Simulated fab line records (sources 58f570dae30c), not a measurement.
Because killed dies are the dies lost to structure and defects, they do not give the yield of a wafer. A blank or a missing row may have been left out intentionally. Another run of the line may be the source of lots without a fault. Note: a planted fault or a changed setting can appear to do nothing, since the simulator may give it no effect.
Chamber matching ; flow berkeley-cmos170 ; pecvd-02 running UCB170_SPACER_CVD_00: 3 sister chambers
The step deposits SiO2 from TEOS/O2, target thk 376 nm, time 47 s. 14 wafers are shown with their chamber, then 7 later ones without.

EACH WAFER AND ITS CHAMBER
wafer;chamber;heater-power-w (W)
L233.1;0;350
L233.3;2;290
L233.6;2;297
L238.1;2;324
L238.5;2;238
L238.6;1;281
L241.2;2;286
L241.3;1;263
L241.5;1;270
L244.1;1;294
L244.2;2;326
L244.4;0;310
L245.1;2;279
L245.2;0;259

SIGNATURES, as means of the wafers listed above
reading;chamber 0;chamber 1;chamber 2;scatter within a chamber
heater-power-w;306.33;277.00;291.43;30.2
Rule: a wafer lies at a distance from a chamber equal to the root of the sum of squares, over the readings, of (its reading less the chamber's mean, divided by the reading's scatter). The wafer belongs to the nearest chamber; if the next one is less than 2 further off, it can't be placed. How the scatter is found: for the shown wafers, subtract from each reading the mean of its chamber, square and add these, divide the total by (wafers less chambers), then take the root.

WAFERS WITH NO CHAMBER GIVEN
wafer;heater-power-w (W)
L245.4;296
L247.1;262
L247.4;272
L247.6;324
L246.1;323
L246.3;338
L246.6;240

CHAMBER TAKEN BY EACH
wafer;from the rows above;in truth
L245.4;can't be placed: 2 or 0 or 1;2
L247.1;can't be placed: 1 or 2 or 0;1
L247.4;can't be placed: 1 or 2 or 0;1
L247.6;can't be placed: 0 or 2 or 1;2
L246.1;can't be placed: 0 or 2 or 1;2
L246.3;can't be placed: 0 or 2 or 1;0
L246.6;can't be placed: 1 or 2 or 0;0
Correct placement for 0 of the 7. From these rows, 7 cannot be placed; in 7 the true chamber is one of the candidates. Number placed wrongly: 0.
